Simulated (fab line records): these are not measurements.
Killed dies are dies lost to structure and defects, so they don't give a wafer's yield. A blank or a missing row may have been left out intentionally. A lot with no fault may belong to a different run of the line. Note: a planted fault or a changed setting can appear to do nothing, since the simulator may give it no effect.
Shared-tool check -- flow berkeley_cmos170 -- Lots sampled 15, wafers sampled 45

== WHAT PROMPTED THE OPENING ==
UCB170_SPACER_THK_MEAS_01, reading SPACER_TEOS_THK: flagged on 3 of 15 lots. Fault-free wafers read 378 nm, with a standard deviation of 5.3.
Rule: a lot is flagged when every wafer of it that has a number lies more than 4 standard deviations from that mean, or none has a number. The rest of the lots are taken to be sound.

lot,measured,on,"SPACER_TEOS_THK (nm), wafer by wafer",flag
L788,day 7 21:05,film_metro-01,374 374 379,
L789,day 8 02:03,film_metro-02,378 366 381,
L790,day 8 06:15,film_metro-03,378 377 387,
L792,day 8 06:31,film_metro-01,371 379 376,
L791,day 8 06:44,film_metro-02,370 382 384,
L793,day 8 19:04,film_metro-03,756 756 757,FLAGGED
L802,day 10 08:20,film_metro-02,762 747 769,FLAGGED
L801,day 10 08:31,film_metro-01,749 749 761,FLAGGED
L806,day 11 06:53,film_metro-01,372 385 380,
L805,day 11 07:09,film_metro-01,371 379 389,
L807,day 11 07:28,film_metro-01,383 375 379,
L808,day 11 07:49,film_metro-01,367 372 385,
L809,day 12 04:32,film_metro-03,380 375 387,
L810,day 12 04:46,film_metro-03,385 370 382,
L811,day 12 18:19,film_metro-02,372 374 378,
Average over the flagged lots: 756 nm; offset from the usual +378 nm, equal to +71 standard deviations.

== LOT BY LOT: THE TOOL USED ==
The record holds 2 process steps before the reading, out of a route of 331 steps. Cell contents, in order: the tool; ch with the chambers the sampled wafers went through; the start.
lot,flag,UCB170_PWELL_STRIP_16,UCB170_SPACER_CVD_00
L788,,"plasma_asher-02 ch 0,1, day 3 12:37","pecvd-04 ch 0,1,2, day 7 21:02"
L789,,"plasma_asher-01 ch 0,1, day 3 19:32","pecvd-03 ch 0,1,2, day 8 01:58"
L790,,"plasma_asher-03 ch 0,1, day 4 05:58","pecvd-03 ch 0,2, day 8 06:13"
L792,,"plasma_asher-01 ch 0,1, day 4 05:27","pecvd-04 ch 0,2, day 8 06:27"
L791,,"plasma_asher-03 ch 0,1, day 4 05:41","pecvd-02 ch 0,2, day 8 06:41"
L793,FLAGGED,"plasma_asher-03 ch 0, day 4 13:29","pecvd-02 ch 0,1,2, day 8 18:49"
L802,FLAGGED,"plasma_asher-02 ch 0,1, day 6 04:54","pecvd-03 ch 0,1, day 10 08:04"
L801,FLAGGED,"plasma_asher-02 ch 0,1, day 6 04:21","pecvd-04 ch 0,2, day 10 08:15"
L806,,"plasma_asher-03 ch 0,1, day 7 07:37","pecvd-03 ch 0,1,2, day 11 06:51"
L805,,"plasma_asher-03 ch 0,1, day 7 07:18","pecvd-03 ch 0,1, day 11 07:07"
L807,,"plasma_asher-03 ch 0,1, day 7 14:50","pecvd-03 ch 0,1,2, day 11 07:25"
L808,,"plasma_asher-02 ch 0,1, day 7 14:29","pecvd-03 ch 0,2, day 11 07:46"
L809,,"plasma_asher-01 ch 0,1, day 8 04:16","pecvd-04 ch 1,2, day 12 04:29"
L810,,"plasma_asher-03 ch 0,1, day 8 04:18","pecvd-03 ch 0,1,2, day 12 04:44"
L811,,"plasma_asher-02 ch 0,1, day 8 16:16","pecvd-02 ch 0,2, day 12 18:17"
What the steps here do:
- UCB170_PWELL_STRIP_16: strips in O2.
- UCB170_SPACER_CVD_00: deposits SiO2 from TEOS/O2, target thk 376 nm, time 47 s.
- UCB170_SPACER_THK_MEAS_01

== FLAGGED OVER TOTAL, TOOL BY TOOL (the gauges that took the reading come last) ==
step,tool,lots run,flagged,share of the flagged lots,sound lots run after its first flagged lot
UCB170_PWELL_STRIP_16,plasma_asher-01,3,0,none,-
UCB170_PWELL_STRIP_16,plasma_asher-02,5,2,some,"2 (L808,L811)"
UCB170_PWELL_STRIP_16,plasma_asher-03,7,1,some,"4 (L805,L806,L807,L810)"
UCB170_SPACER_CVD_00,pecvd-02,3,1,some,1 (L811)
UCB170_SPACER_CVD_00,pecvd-03,8,1,some,"5 (L806,L805,L807,L808,L810)"
UCB170_SPACER_CVD_00,pecvd-04,4,1,some,1 (L809)
UCB170_SPACER_THK_MEAS_01,film_metro-01,7,1,some,"4 (L806,L805,L807,L808)"
UCB170_SPACER_THK_MEAS_01,film_metro-02,4,1,some,1 (L811)
UCB170_SPACER_THK_MEAS_01,film_metro-03,4,1,some,"2 (L809,L810)"

== WHAT THE TABLE PERMITS ==
No row of the table ran every flagged lot.

== WHAT THE SIMULATOR HAD PUT IN ==
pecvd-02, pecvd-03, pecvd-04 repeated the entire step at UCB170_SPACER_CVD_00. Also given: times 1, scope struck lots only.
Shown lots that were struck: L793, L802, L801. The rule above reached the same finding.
